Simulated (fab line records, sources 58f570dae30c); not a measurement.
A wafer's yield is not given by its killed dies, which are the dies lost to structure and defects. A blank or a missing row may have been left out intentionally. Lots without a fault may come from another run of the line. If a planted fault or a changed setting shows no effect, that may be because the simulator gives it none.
fab line records / flow berkeleyCmos170
[record] lots = 7 wafers = 21 lastDay = 12
route steps=331 shown CONTACT@216
lots with no fault: from the same line, run without faults
startH: hours from the record's opening day to when the first of the lot's shown wafers began / waitH: hours elapsed since this lot's preceding step / " as in the row above / L1.1+2: a row that stands for several wafers / - no value present, or no start provided / * or withheld: withheld / < > ~ a bound
route shown NAME@n: NAME is a module with steps in the file, n the number in the route of the first one / usual: the fault-free wafers' mean and standard deviation / same: alike in all rows / chamber/n: place in a boat / sites: readings site by site / _std_site: standard deviation of those values / _edge_site: inner sites' mean taken away from outer sites' mean / radiusMm: for every site, how far away it sits from the centre of the wafer / mask NAME#n: copy n / behind: the last tool/chamber to shape the wafer / hold: cause of the lot's hold/its duration in hours/its outcome / device: whichever transistor did not switch (one of n, p or np) / end of line: at the end of the route, the tests of the same wafers / where a step has no rows: the recipe by itself / killed: dies that structure and defects cost at the first sort, which is not the same as the wafer's yield / map: dies across one wafer; x = killed, . = not, _ = none there
set.NAME: the run value of the setting; set.NAME@STEP: its run value at that earlier step / model.NAME: the simulator's own value behind a step, which no gauge read
lots at selected steps of the route; one table per step, one row per wafer
services: a tool's chamber out of use, with start hour (startH, from the record's first day; less than 0 if before it), hours out, and reason
[[steps]]
[step UCB170_CONTACT_CLEAN_00]
[recipe] chemistry = SPM tempC = 120 timeS = 600
[step UCB170_CONTACT_CVD_01]
[recipe] material = PSG targetThkNm = 700 tempC = 450 precursor = SiH4/O2/PH3 timeS = 2820 pressureMtorr = 300 sih4FlowSccm = 60 o2FlowSccm = 90 ph3FlowSccm = 25
[step UCB170_CONTACT_THK_MEAS_02]
[recipe] reads = PSG_of_CONTACT_CVD_01
[usual] CONTACT_PSG_THK = 698/6.8
lot.wafer=L134.1 tool=filmMetro-02 chamber=- startH=201.07 waitH=0.0 CONTACT_PSG_THK[nm]=704
lot.wafer=L134.4 tool=filmMetro-02 chamber=- startH=201.07 waitH=0.0 CONTACT_PSG_THK[nm]=708
lot.wafer=L134.6 tool=filmMetro-02 chamber=- startH=201.07 waitH=0.0 CONTACT_PSG_THK[nm]=709
lot.wafer=L139.1 tool=filmMetro-03 chamber=- startH=222.91 waitH=0.0 CONTACT_PSG_THK[nm]=706
lot.wafer=L139.2 tool=filmMetro-03 chamber=- startH=222.91 waitH=0.0 CONTACT_PSG_THK[nm]=704
lot.wafer=L139.5 tool=filmMetro-03 chamber=- startH=222.91 waitH=0.0 CONTACT_PSG_THK[nm]=706
lot.wafer=L144.2 tool=filmMetro-04 chamber=- startH=240.44 waitH=0.0 CONTACT_PSG_THK[nm]=688
lot.wafer=L144.4 tool=filmMetro-04 chamber=- startH=240.44 waitH=0.0 CONTACT_PSG_THK[nm]=692
lot.wafer=L144.5 tool=filmMetro-04 chamber=- startH=240.44 waitH=0.0 CONTACT_PSG_THK[nm]=692
lot.wafer=L149.1 tool=filmMetro-02 chamber=- startH=252.63 waitH=0.0 CONTACT_PSG_THK[nm]=700
lot.wafer=L149.5 tool=filmMetro-02 chamber=- startH=252.63 waitH=0.0 CONTACT_PSG_THK[nm]=694
lot.wafer=L149.6 tool=filmMetro-02 chamber=- startH=252.63 waitH=0.0 CONTACT_PSG_THK[nm]=698
lot.wafer=L151.2 tool=filmMetro-02 chamber=- startH=253.64 waitH=0.0 CONTACT_PSG_THK[nm]=702
lot.wafer=L151.4 tool=filmMetro-02 chamber=- startH=253.64 waitH=0.0 CONTACT_PSG_THK[nm]=700
lot.wafer=L151.6 tool=filmMetro-02 chamber=- startH=253.64 waitH=0.0 CONTACT_PSG_THK[nm]=700
lot.wafer=L150.1 tool=filmMetro-03 chamber=- startH=253.69 waitH=0.1 CONTACT_PSG_THK[nm]=689
lot.wafer=L150.2 tool=filmMetro-03 chamber=- startH=253.69 waitH=0.1 CONTACT_PSG_THK[nm]=689
lot.wafer=L150.5 tool=filmMetro-03 chamber=- startH=253.69 waitH=0.1 CONTACT_PSG_THK[nm]=689
lot.wafer=L155.1 tool=filmMetro-02 chamber=- startH=279.02 waitH=0.0 CONTACT_PSG_THK[nm]=698
lot.wafer=L155.3 tool=filmMetro-02 chamber=- startH=279.02 waitH=0.0 CONTACT_PSG_THK[nm]=697
lot.wafer=L155.4 tool=filmMetro-02 chamber=- startH=279.02 waitH=0.0 CONTACT_PSG_THK[nm]=696
[step UCB170_CONTACT_HMDS_03]
[recipe] primeTimeS = 60 primeTempC = 100
[step UCB170_CONTACT_COAT_04]
[recipe] resist = KrF spinRpm = 1513 resistThkNm = 900
[step UCB170_CONTACT_SOFTBAKE_05]
[recipe] resist = KrF tempC = 130 timeS = 60
[step UCB170_CONTACT_STRIP_06]
[recipe] chemistry = O2 powerW = 400 pressureMtorr = 3500 platenTempC = withheld o2FlowSccm = 400 overashFraction = 0.5
[usual] drypumpMotorCurrentA = 5.8/0.34 oesProductAu = 0.734/0.0043 stripTimeToEndpointS = 21.91/0.064
lot.wafer=L134.1 tool=plasmaAsher-02 chamber=0 startH=202.73 waitH=0.1 drypumpMotorCurrentA=5.9 oesProductAu=0.727 rfHoursCounterH=11 stripTimeToEndpointS=21.98
lot.wafer=L134.4 tool=plasmaAsher-02 chamber=1 startH=202.73 waitH=0.1 drypumpMotorCurrentA=6.1 oesProductAu=0.738 rfHoursCounterH=- stripTimeToEndpointS=21.90
lot.wafer=L134.6 tool=plasmaAsher-02 chamber=1 startH=202.73 waitH=0.1 drypumpMotorCurrentA=6.1 oesProductAu=0.737 rfHoursCounterH=- stripTimeToEndpointS=21.92
lot.wafer=L139.1 tool=plasmaAsher-03 chamber=0 startH=224.11 waitH=0.1 drypumpMotorCurrentA=6.3 oesProductAu=0.736 rfHoursCounterH=50 stripTimeToEndpointS=21.85
lot.wafer=L139.2 tool=plasmaAsher-03 chamber=1 startH=224.11 waitH=0.1 drypumpMotorCurrentA=5.6 oesProductAu=0.736 rfHoursCounterH=50 stripTimeToEndpointS=21.90
lot.wafer=L139.5 tool=plasmaAsher-03 chamber=0 startH=224.11 waitH=0.1 drypumpMotorCurrentA=6.3 oesProductAu=0.730 rfHoursCounterH=- stripTimeToEndpointS=21.90
lot.wafer=L144.2 tool=plasmaAsher-03 chamber=0 startH=241.14 waitH=0.1 drypumpMotorCurrentA=6.3 oesProductAu=0.738 rfHoursCounterH=52 stripTimeToEndpointS=21.90
lot.wafer=L144.4 tool=plasmaAsher-03 chamber=1 startH=241.14 waitH=0.1 drypumpMotorCurrentA=5.6 oesProductAu=0.727 rfHoursCounterH=- stripTimeToEndpointS=21.92
lot.wafer=L144.5 tool=plasmaAsher-03 chamber=1 startH=241.14 waitH=0.1 drypumpMotorCurrentA=5.6 oesProductAu=0.738 rfHoursCounterH=- stripTimeToEndpointS=21.94
lot.wafer=L149.1 tool=plasmaAsher-02 chamber=1 startH=253.14 waitH=0.1 drypumpMotorCurrentA=6.1 oesProductAu=0.733 rfHoursCounterH=19 stripTimeToEndpointS=21.87
lot.wafer=L149.5 tool=plasmaAsher-02 chamber=1 startH=253.14 waitH=0.1 drypumpMotorCurrentA=6.1 oesProductAu=0.735 rfHoursCounterH=- stripTimeToEndpointS=21.85
lot.wafer=L149.6 tool=plasmaAsher-02 chamber=0 startH=253.14 waitH=0.1 drypumpMotorCurrentA=5.9 oesProductAu=0.732 rfHoursCounterH=- stripTimeToEndpointS=21.92
lot.wafer=L151.2 tool=plasmaAsher-04 chamber=1 startH=254.43 waitH=0.1 drypumpMotorCurrentA=5.5 oesProductAu=0.733 rfHoursCounterH=42 stripTimeToEndpointS=21.89
lot.wafer=L151.4 tool=plasmaAsher-04 chamber=1 startH=254.43 waitH=0.1 drypumpMotorCurrentA=5.5 oesProductAu=0.737 rfHoursCounterH=- stripTimeToEndpointS=21.91
lot.wafer=L151.6 tool=plasmaAsher-04 chamber=1 startH=254.43 waitH=0.1 drypumpMotorCurrentA=5.5 oesProductAu=0.735 rfHoursCounterH=- stripTimeToEndpointS=21.92
lot.wafer=L150.1 tool=plasmaAsher-02 chamber=0 startH=254.77 waitH=0.1 drypumpMotorCurrentA=5.9 oesProductAu=0.738 rfHoursCounterH=19 stripTimeToEndpointS=21.96
lot.wafer=L150.2 tool=plasmaAsher-02 chamber=1 startH=254.77 waitH=0.1 drypumpMotorCurrentA=6.1 oesProductAu=0.731 rfHoursCounterH=19 stripTimeToEndpointS=21.89
lot.wafer=L150.5 tool=plasmaAsher-02 chamber=0 startH=254.77 waitH=0.1 drypumpMotorCurrentA=5.9 oesProductAu=0.745 rfHoursCounterH=- stripTimeToEndpointS=21.90
lot.wafer=L155.1 tool=plasmaAsher-03 chamber=1 startH=279.53 waitH=0.1 drypumpMotorCurrentA=5.6 oesProductAu=0.734 rfHoursCounterH=53 stripTimeToEndpointS=21.94
lot.wafer=L155.3 tool=plasmaAsher-03 chamber=0 startH=279.53 waitH=0.1 drypumpMotorCurrentA=6.3 oesProductAu=0.739 rfHoursCounterH=- stripTimeToEndpointS=21.99
lot.wafer=L155.4 tool=plasmaAsher-03 chamber=1 startH=279.53 waitH=0.1 drypumpMotorCurrentA=5.6 oesProductAu=0.729 rfHoursCounterH=- stripTimeToEndpointS=21.95
[step UCB170_CONTACT_CLEAN_07]
[recipe] chemistry = SPM tempC = 120 timeS = 600
[step UCB170_CONTACT_RTA_08]
[recipe] tempC = 900 timeS = 10 ambient = N2
[usual] lampPowerPct = 24.3/1.5 wafer_temp_C_max = 904.1/0.96
lot.wafer=L134.1 tool=rtpAnneal-01 chamber=0 startH=203.00 waitH=0.0 lampPowerPct=23.0 wafer_temp_C_max=903.8
lot.wafer=L134.4 tool=rtpAnneal-01 chamber=0 startH=203.00 waitH=0.0 lampPowerPct=23.1 wafer_temp_C_max=903.0
lot.wafer=L134.6 tool=rtpAnneal-01 chamber=0 startH=203.00 waitH=0.0 lampPowerPct=23.1 wafer_temp_C_max=904.3
lot.wafer=L139.1 tool=rtpAnneal-01 chamber=0 startH=224.39 waitH=0.0 lampPowerPct=23.1 wafer_temp_C_max=902.7
lot.wafer=L139.2 tool=rtpAnneal-01 chamber=0 startH=224.39 waitH=0.0 lampPowerPct=23.1 wafer_temp_C_max=903.5
lot.wafer=L139.5 tool=rtpAnneal-01 chamber=0 startH=224.39 waitH=0.0 lampPowerPct=23.1 wafer_temp_C_max=902.7
lot.wafer=L144.2 tool=rtpAnneal-01 chamber=0 startH=241.53 waitH=0.0 lampPowerPct=23.1 wafer_temp_C_max=903.7
lot.wafer=L144.4 tool=rtpAnneal-01 chamber=0 startH=241.53 waitH=0.0 lampPowerPct=23.1 wafer_temp_C_max=902.6
lot.wafer=L144.5 tool=rtpAnneal-01 chamber=0 startH=241.53 waitH=0.0 lampPowerPct=23.1 wafer_temp_C_max=904.8
lot.wafer=L149.1 tool=rtpAnneal-01 chamber=0 startH=253.43 waitH=0.0 lampPowerPct=23.1 wafer_temp_C_max=902.9
lot.wafer=L149.5 tool=rtpAnneal-01 chamber=0 startH=253.43 waitH=0.0 lampPowerPct=23.1 wafer_temp_C_max=903.2
lot.wafer=L149.6 tool=rtpAnneal-01 chamber=0 startH=253.43 waitH=0.0 lampPowerPct=23.1 wafer_temp_C_max=902.9
lot.wafer=L150.1 tool=rtpAnneal-01 chamber=0 startH=256.45 waitH=0.1 lampPowerPct=23.1 wafer_temp_C_max=904.1
lot.wafer=L150.2 tool=rtpAnneal-01 chamber=0 startH=256.45 waitH=0.1 lampPowerPct=23.1 wafer_temp_C_max=903.8
lot.wafer=L150.5 tool=rtpAnneal-01 chamber=0 startH=256.45 waitH=0.1 lampPowerPct=23.1 wafer_temp_C_max=903.4
lot.wafer=L151.2 tool=rtpAnneal-02 chamber=0 startH=256.46 waitH=0.1 lampPowerPct=26.0 wafer_temp_C_max=903.9
lot.wafer=L151.4 tool=rtpAnneal-02 chamber=0 startH=256.46 waitH=0.1 lampPowerPct=26.1 wafer_temp_C_max=904.7
lot.wafer=L151.6 tool=rtpAnneal-02 chamber=0 startH=256.46 waitH=0.1 lampPowerPct=26.1 wafer_temp_C_max=904.2
lot.wafer=L155.1 tool=rtpAnneal-02 chamber=0 startH=279.82 waitH=0.0 lampPowerPct=26.1 wafer_temp_C_max=903.7
lot.wafer=L155.3 tool=rtpAnneal-02 chamber=0 startH=279.82 waitH=0.0 lampPowerPct=26.0 wafer_temp_C_max=904.1
lot.wafer=L155.4 tool=rtpAnneal-02 chamber=0 startH=279.82 waitH=0.0 lampPowerPct=26.1 wafer_temp_C_max=903.9
[step UCB170_CONTACT_COAT_09]
[recipe] resist = BARC tempC = withheld timeS = withheld spinRpm = 3000 resistThkNm = withheld
[step UCB170_CONTACT_COAT_10]
[recipe] resist = KrF spinRpm = 1500 resistThkNm = 900
[step UCB170_CONTACT_SOFTBAKE_11]
[recipe] resist = KrF tempC = 130 timeS = 60
[step UCB170_CONTACT_EXPOSE_12]
[recipe] maskId = CONT targetCdNm = 700 na = 0.5 sigmaOuter = 0.6 sourceShape = conventional doseMj = 35
[usual] exposureDoseMJCm2 = 34.69/0.034 focusOffsetNm = 0.1/0.54
lot.wafer=L134.1 tool=krfScanner-02 chamber=0 startH=204.47 waitH=- mask=CONT#0 exposureDoseMJCm2=34.66 focusOffsetNm=0.7
lot.wafer=L134.4 tool=krfScanner-02 chamber=0 startH=204.47 waitH=- mask=CONT#0 exposureDoseMJCm2=34.69 focusOffsetNm=0.0
lot.wafer=L134.6 tool=krfScanner-02 chamber=0 startH=204.47 waitH=- mask=CONT#0 exposureDoseMJCm2=34.69 focusOffsetNm=-0.1
lot.wafer=L139.1 tool=krfScanner-02 chamber=0 startH=225.74 waitH=- mask=CONT#0 exposureDoseMJCm2=34.73 focusOffsetNm=1.1
lot.wafer=L139.2 tool=krfScanner-02 chamber=0 startH=225.74 waitH=- mask=CONT#0 exposureDoseMJCm2=34.65 focusOffsetNm=-0.2
lot.wafer=L139.5 tool=krfScanner-02 chamber=0 startH=225.74 waitH=- mask=CONT#0 exposureDoseMJCm2=34.69 focusOffsetNm=0.8
lot.wafer=L144.2 tool=krfScanner-02 chamber=0 startH=242.76 waitH=- mask=CONT#0 exposureDoseMJCm2=34.66 focusOffsetNm=1.2
lot.wafer=L144.4 tool=krfScanner-02 chamber=0 startH=242.76 waitH=- mask=CONT#0 exposureDoseMJCm2=34.67 focusOffsetNm=0.8
lot.wafer=L144.5 tool=krfScanner-02 chamber=0 startH=242.76 waitH=- mask=CONT#0 exposureDoseMJCm2=34.68 focusOffsetNm=0.5
lot.wafer=L149.1 tool=krfScanner-02 chamber=0 startH=253.95 waitH=- mask=CONT#0 exposureDoseMJCm2=34.67 focusOffsetNm=0.1
lot.wafer=L149.5 tool=krfScanner-02 chamber=0 startH=253.95 waitH=- mask=CONT#0 exposureDoseMJCm2=34.71 focusOffsetNm=0.1
lot.wafer=L149.6 tool=krfScanner-02 chamber=0 startH=253.95 waitH=- mask=CONT#0 exposureDoseMJCm2=34.71 focusOffsetNm=-0.3
lot.wafer=L151.2 tool=krfScanner-02 chamber=- startH=257.25 waitH=- mask=CONT#0 exposureDoseMJCm2=- focusOffsetNm=-
lot.wafer=L151.4 tool=krfScanner-02 chamber=- startH=257.25 waitH=- mask=CONT#0 exposureDoseMJCm2=- focusOffsetNm=-
lot.wafer=L151.6 tool=krfScanner-02 chamber=- startH=257.25 waitH=- mask=CONT#0 exposureDoseMJCm2=- focusOffsetNm=-
lot.wafer=L150.1 tool=krfScanner-02 chamber=- startH=257.35 waitH=- mask=CONT#0 exposureDoseMJCm2=- focusOffsetNm=-
lot.wafer=L150.2 tool=krfScanner-02 chamber=- startH=257.35 waitH=- mask=CONT#0 exposureDoseMJCm2=- focusOffsetNm=-
lot.wafer=L150.5 tool=krfScanner-02 chamber=- startH=257.35 waitH=- mask=CONT#0 exposureDoseMJCm2=- focusOffsetNm=-
lot.wafer=L155.1 tool=krfScanner-02 chamber=- startH=280.34 waitH=- mask=CONT#0 exposureDoseMJCm2=- focusOffsetNm=-
lot.wafer=L155.3 tool=krfScanner-02 chamber=- startH=280.34 waitH=- mask=CONT#0 exposureDoseMJCm2=- focusOffsetNm=-
lot.wafer=L155.4 tool=krfScanner-02 chamber=- startH=280.34 waitH=- mask=CONT#0 exposureDoseMJCm2=- focusOffsetNm=-
[step UCB170_CONTACT_PEB_13]
[recipe] pebTempC = 130 pebTimeS = withheld resist = KrF
[usual] plateSensorTCentreC = 131.41/0.0093 plateSensorTEdgeC = 131.53/0.0099
lot.wafer=L134.1 tool=lithoTrack-02 chamber=0 startH=205.53 waitH=1.0 plateSensorTCentreC=131.42 plateSensorTEdgeC=131.55
lot.wafer=L134.4 tool=lithoTrack-02 chamber=0 startH=205.53 waitH=1.0 plateSensorTCentreC=131.42 plateSensorTEdgeC=131.53
lot.wafer=L134.6 tool=lithoTrack-02 chamber=0 startH=205.53 waitH=1.0 plateSensorTCentreC=131.39 plateSensorTEdgeC=131.51
lot.wafer=L139.1 tool=lithoTrack-03 chamber=0 startH=226.09 waitH=0.3 plateSensorTCentreC=131.4 plateSensorTEdgeC=131.54
lot.wafer=L139.2 tool=lithoTrack-03 chamber=0 startH=226.09 waitH=0.3 plateSensorTCentreC=131.42 plateSensorTEdgeC=131.53
lot.wafer=L139.5 tool=lithoTrack-03 chamber=0 startH=226.09 waitH=0.3 plateSensorTCentreC=131.41 plateSensorTEdgeC=131.53
lot.wafer=L144.2 tool=lithoTrack-03 chamber=0 startH=243.67 waitH=0.9 plateSensorTCentreC=131.41 plateSensorTEdgeC=131.55
lot.wafer=L144.4 tool=lithoTrack-03 chamber=0 startH=243.67 waitH=0.9 plateSensorTCentreC=131.42 plateSensorTEdgeC=131.53
lot.wafer=L144.5 tool=lithoTrack-03 chamber=0 startH=243.67 waitH=0.9 plateSensorTCentreC=131.39 plateSensorTEdgeC=131.54
lot.wafer=L149.1 tool=lithoTrack-03 chamber=0 startH=254.40 waitH=0.4 plateSensorTCentreC=131.41 plateSensorTEdgeC=131.53
lot.wafer=L149.5 tool=lithoTrack-03 chamber=0 startH=254.40 waitH=0.4 plateSensorTCentreC=131.4 plateSensorTEdgeC=131.52
lot.wafer=L149.6 tool=lithoTrack-03 chamber=0 startH=254.40 waitH=0.4 plateSensorTCentreC=131.42 plateSensorTEdgeC=131.52
lot.wafer=L151.2 tool=lithoTrack-02 chamber=0 startH=258.10 waitH=0.8 plateSensorTCentreC=131.4 plateSensorTEdgeC=131.54
lot.wafer=L151.4 tool=lithoTrack-02 chamber=0 startH=258.10 waitH=0.8 plateSensorTCentreC=131.42 plateSensorTEdgeC=131.54
lot.wafer=L151.6 tool=lithoTrack-02 chamber=0 startH=258.10 waitH=0.8 plateSensorTCentreC=131.41 plateSensorTEdgeC=131.53
lot.wafer=L150.1 tool=lithoTrack-02 chamber=0 startH=258.35 waitH=1.0 plateSensorTCentreC=131.41 plateSensorTEdgeC=131.52
lot.wafer=L150.2 tool=lithoTrack-02 chamber=0 startH=258.35 waitH=1.0 plateSensorTCentreC=131.41 plateSensorTEdgeC=131.53
lot.wafer=L150.5 tool=lithoTrack-02 chamber=0 startH=258.35 waitH=1.0 plateSensorTCentreC=131.41 plateSensorTEdgeC=131.53
lot.wafer=L155.1 tool=lithoTrack-02 chamber=0 startH=280.46 waitH=0.1 plateSensorTCentreC=131.41 plateSensorTEdgeC=131.55
lot.wafer=L155.3 tool=lithoTrack-02 chamber=0 startH=280.46 waitH=0.1 plateSensorTCentreC=131.39 plateSensorTEdgeC=131.55
lot.wafer=L155.4 tool=lithoTrack-02 chamber=0 startH=280.46 waitH=0.1 plateSensorTCentreC=131.41 plateSensorTEdgeC=131.53
[[services]]
tool=plasmaAsher-04 chamber=- startH=179.30 hours=36.0 kind=repair
tool=krfScanner-02 chamber=- startH=179.79 hours=0.8 kind=pm
tool=plasmaAsher-03 chamber=- startH=185.98 hours=2.8 kind=pm
tool=krfScanner-02 chamber=- startH=191.57 hours=1.0 kind=pm
tool=krfScanner-02 chamber=- startH=194.76 hours=1.1 kind=repair
tool=krfScanner-02 chamber=0 startH=210.23 hours=- kind=calibration
tool=rtpAnneal-02 chamber=- startH=237.98 hours=5.1 kind=pm
tool=plasmaAsher-03 chamber=- startH=247.52 hours=28.1 kind=pm
[[key]]
[firstSign] step = UCB170_CONTACT_EXPOSE_12 reading = toolRecord direction = missing
effect none on later readings
metAt UCB170_CONTACT_EXPOSE_12
struckWafers L150.1,L150.2,L150.5,L151.2,L151.4,L151.6,L155.1,L155.3,L155.4
laterRowsLeftOut L150.1,L150.2,L150.5,L151.2,L151.4,L151.6,L155.1,L155.3,L155.4
sortLeftOut L150.1,L150.2,L150.5,L151.2,L151.4,L151.6,L155.1,L155.3,L155.4
testerLeftOut L150,L151,L155
onsetBetween 253.95 257.25
[fault] kind = skippedStepWhole tool = krfScanner-02 chamber = - onsetH = 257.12 steps = UCB170_CONTACT_EXPOSE_12 scope = struckLotsOnly
// testerLeftOut: of these lots the tester's yield and bins aren't shown, on N5 and GAA mostly nor the transistor test; their killed dies are dies lost to structure and defects alone, not to doping, threshold or leakage, so they don't give the yield
// sortLeftOut: the simulated sort isn't trusted on such a fault, so these wafers' sort isn't shown, and their yield isn't known
// laterRowsLeftOut: the simulator's readings of these wafers behind a module that went badly wrong aren't trusted and aren't shown, but for the sort
